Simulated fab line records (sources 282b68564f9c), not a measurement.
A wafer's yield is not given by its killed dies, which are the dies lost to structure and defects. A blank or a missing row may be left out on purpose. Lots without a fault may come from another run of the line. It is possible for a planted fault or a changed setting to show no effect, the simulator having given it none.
One fault seen from 2 desks + flow rit_cmos + only its own numbers are on each desk; what lay behind them is given at the end

== FROM THE METROLOGY DESK ==
What the gauges read, lot by lot, whatever tool the lot ran on: means of the sampled wafers that have a number. A lot is out of limits, marked OUT, if its mean lies more than 4 standard deviations from the usual mean; the brackets give that distance.
Columns: A = PWELL_RS at RIT_WELLDRIVE_RS_MEAS_02, usual 429.3 ohm/sq
| lot  | first seen here | A                |
|------|-----------------|------------------|
| L825 | day 2 07:31     | 430.1            |
| L826 | day 2 09:28     | 429.7            |
| L827 | day 2 15:22     | 431.7            |
| L830 | day 3 09:02     | 427.8            |
| L831 | day 3 13:26     | 427.7            |
| L832 | day 3 17:05     | 417.6 (-9.8) OUT |
| L833 | day 3 22:11     | 417.8 (-9.6) OUT |
| L834 | day 4 06:14     | 417.4 (-9.9) OUT |
| L835 | day 4 10:59     | 430.6            |
| L843 | day 6 07:16     | 429.5            |
| L844 | day 6 12:44     | 428.9            |
| L845 | day 6 12:47     | 429.7            |
| L846 | day 6 15:16     | 429.1            |
| L847 | day 6 19:44     | 428.0            |
| L848 | day 7 02:23     | 428.7            |
This desk's result: L832, L833, L834 out of limits, first on L832 (PWELL_RS at RIT_WELLDRIVE_RS_MEAS_02), day 3 17:05. In limits: L825, L826, L827, L830, L831, L835, L843, L844, L845, L846, L847, L848.

== TOOL OWNER'S DESK, implanter-02 ==
RIT_PWELL_IMPLANT_08, tool's own readings: per-lot mean of the sampled wafers with a number, covering each lot this tool ran. A lot is out of limits, marked OUT, if its mean lies more than 4 standard deviations from the usual mean; the brackets give that distance.
Columns: A = beam_energy_keV at RIT_PWELL_IMPLANT_08, usual 170.00; B = beam_on_s at RIT_PWELL_IMPLANT_08, usual 10.01 s
| lot  | first seen here | A                        | B     |
|------|-----------------|--------------------------|-------|
| L826 | day 2 03:53     | 170.05                   | 9.84  |
| L830 | day 3 01:51     | 169.97                   | 10.01 |
| L831 | day 3 07:44     | 169.97                   | 10.15 |
| L832 | day 3 11:31     | 220.93 (+99 or more) OUT | 10.11 |
| L833 | day 3 15:30     | 220.95 (+99 or more) OUT | 10.06 |
| L834 | day 4 00:39     | 220.96 (+99 or more) OUT | 10.08 |
Finding of this desk: L832, L833, L834 out of limits; the first was L832 at day 3 11:31, on beam_energy_keV at RIT_PWELL_IMPLANT_08. In limits: L826, L830, L831.

== PUT TOGETHER ==
The tool owner's desk had the chance to raise an alarm at day 3 11:31 on L832, L833, L834.
On L832, L833, L834, the metrology desk was in a position to raise an alarm at day 3 17:05.
The lots listed all ran RIT_PWELL_IMPLANT_08 on implanter-02.

== WHAT HAD BEEN PUT IN BY THE SIMULATOR ==
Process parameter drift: implanter-02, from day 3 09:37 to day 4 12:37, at RIT_PWELL_IMPLANT_08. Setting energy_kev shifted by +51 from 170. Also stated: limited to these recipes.
Lots struck among those shown: L832, L833, L834.
Delay (hours) between the fault's onset and each desk's first out-of-limits reading: 2 at the tool owner's desk, 7 at the metrology desk.
